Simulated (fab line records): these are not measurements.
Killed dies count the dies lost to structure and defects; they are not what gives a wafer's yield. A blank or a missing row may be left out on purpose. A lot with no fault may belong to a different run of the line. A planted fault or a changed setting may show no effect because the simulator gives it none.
One fault through the eyes of 2 desks + flow berkeleyCmos170 + every desk sees just its own numbers, and what lay behind them comes last

## THE TOOL OWNER'S DESK: cmp-01
The tool's own readings at UCB170_V1_CMP_02 (polishes SiO2): means of the sampled wafers that have a number, for each lot that ran on this tool. Any lot whose mean is over 4 standard deviations away from the usual mean is out of limits and marked OUT; that distance is given in the brackets.
Columns: A = motorCurrentA at UCB170_V1_CMP_02, usual 15.4 A; B = slurryFlowMlMin at UCB170_V1_CMP_02, usual 150.0
| lot  | first seen here | A    | B     |
|------|-----------------|------|-------|
| L547 | day 7 04:57     | 13.4 | 149.7 |
| L551 | day 8 01:32     | 13.9 | 150.4 |
| L554 | day 9 00:34     | 14.5 | 150.5 |
| L556 | day 9 00:49     | 13.2 | 150.0 |
| L561 | day 10 03:18    | 14.4 | 149.8 |
This desk found nothing out of limits on any of the 5 lots.

## METROLOGY DESK
Lot by lot, what the gauges showed, no matter which tool ran the lot: averages of those sampled wafers that carry a number. Any lot whose mean is over 4 standard deviations away from the usual mean is out of limits and marked OUT; that distance is given in the brackets.
Columns: A = SPACER_TEOS_THK at UCB170_SPACER_THK_MEAS_01, usual 378 nm; B = V1_BOW at UCB170_V1_BOW_MEAS_03, usual 19 um; C = V1_POLISHED_THK at UCB170_V1_THK_MEAS_04, usual 1000.2 nm; D = V1_OVL at UCB170_V1_OVL_MEAS_13, usual 1 nm
| lot  | first seen here | A   | B  | C                        | D  |
|------|-----------------|-----|----|--------------------------|----|
| L547 | day 6 06:29     | 376 | 13 | 1000.2                   | 1  |
| L548 | day 6 17:23     | 386 | 18 | 999.7                    | 0  |
| L551 | day 7 00:08     | 375 | 19 | 999.6                    | 4  |
| L550 | day 7 01:08     | 378 | 23 | 998.8                    | -6 |
| L552 | day 7 13:38     | 375 | 16 | 1000.2                   | 1  |
| L556 | day 8 02:03     | 381 | 12 | 1000.8                   | 1  |
| L555 | day 8 02:47     | 384 | 16 | 1000.1                   | 1  |
| L554 | day 8 03:15     | 376 | 15 | 1001.5                   | 6  |
| L557 | day 8 16:52     | 377 | 11 | 999.2                    | -1 |
| L560 | day 8 16:53     | 380 | 24 | 1000.5                   | 4  |
| L561 | day 9 03:45     | 384 | 17 | 1116.0 (+99 or more) OUT | -7 |
| L567 | day 10 15:50    | 380 | 17 | 1000.4                   | 2  |
| L570 | day 11 00:07    | 375 | 23 | 999.7                    | 5  |
This desk's finding: out of limits on L561; first on L561, day 10 05:52 (V1_POLISHED_THK at UCB170_V1_THK_MEAS_04). L547, L548, L551, L550, L552, L556, L555, L554, L557, L560, L567, L570: within limits.

## ALL TOGETHER
Metrology desk: alarm possible at day 10 05:52 on L561.
Nothing out of limits was seen by the tool owner's desk.
The tool owner's desk has L561 on record, within its limits.
Every lot named ran UCB170_V1_CMP_02 on cmp-01.

## WHAT THE SIMULATOR HAD INSERTED
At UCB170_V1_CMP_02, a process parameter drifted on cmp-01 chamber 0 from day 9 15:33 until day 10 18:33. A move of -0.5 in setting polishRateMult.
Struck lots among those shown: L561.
Per desk, hours elapsed from the start of the fault to the first reading out of limits: for the metrology desk, 14.
